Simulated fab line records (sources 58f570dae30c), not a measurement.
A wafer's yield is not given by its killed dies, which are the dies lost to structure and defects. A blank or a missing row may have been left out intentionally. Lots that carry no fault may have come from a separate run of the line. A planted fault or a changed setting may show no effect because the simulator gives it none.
What tool caused it? | flow berkeley_cmos170 | 6 lots with 18 wafers sampled at 3 steps, on a route of 331 steps

== WHAT THE GAUGES SHOWED, per wafer ==
UCB170_NLDD_CD_MEAS_06: the cd target is 1200 nm.
lot  | measured     | on        | cd_nm (nm)
L421 | day 8 01:00  | cd_sem-02 | 1198.5 1199.3 1199.8
L430 | day 9 23:20  | cd_sem-02 | 1199.5 1201.1 1200.8
L435 | day 11 11:59 | cd_sem-02 | 1199.8 1199.8 1199.6
L436 | day 11 22:07 | cd_sem-02 | 1200.0 1199.4 1199.6
L439 | day 12 10:48 | cd_sem-01 | 1200.2 1199.3 1198.9
L441 | day 12 10:40 | cd_sem-02 | 1198.2 1199.1 1198.6

== TOOL THAT RAN EACH LOT (tool first, then ch and the chambers of the sampled wafers, then the start) ==
lot  | UCB170_PVT_STRIP_08                  | UCB170_NLDD_EXPOSE_03
L421 | plasma_asher-03 ch 1, day 6 23:18    | krf_scanner-01 ch 0, day 8 00:37
L430 | plasma_asher-04 ch 0,1, day 8 21:23  | krf_scanner-01 ch 0, day 9 22:53
L435 | plasma_asher-02 ch 0,1, day 10 15:59 | krf_scanner-01 ch 0, day 11 11:34
L436 | plasma_asher-02 ch 0,1, day 11 00:39 | krf_scanner-01 ch 0, day 11 21:40
L439 | plasma_asher-03 ch 0,1, day 11 12:59 | krf_scanner-01 ch 0, day 12 10:08
L441 | plasma_asher-04 ch 0, day 11 13:08   | krf_scanner-01 ch 0, day 12 09:50
- UCB170_PVT_STRIP_08: strips in O2.
- UCB170_NLDD_EXPOSE_03: exposes mask NSELECT, target cd 1200 nm.

== THE ANSWER, worked out from the rows above alone ==
Rule: usual is defined by the lots themselves. The widest of any qualifying gaps counts: lots, ordered by their means at a reading, are off when they make up no more than a third of the lots, leave a main group of 4 or more, and stand apart from it by 3 or more times the standard deviation of that group's means. The tables above print the reading to a certain number of digits; a main group whose means all agree to those digits is not used. A lot without any number at a reading at which 4 lots or more have one is off too. Any other lot the step has rows for is counted as sound.
No lot is off on any of the readings shown, so nothing can be concluded from this.

== WHAT HAD BEEN PUT IN BY THE SIMULATOR ==
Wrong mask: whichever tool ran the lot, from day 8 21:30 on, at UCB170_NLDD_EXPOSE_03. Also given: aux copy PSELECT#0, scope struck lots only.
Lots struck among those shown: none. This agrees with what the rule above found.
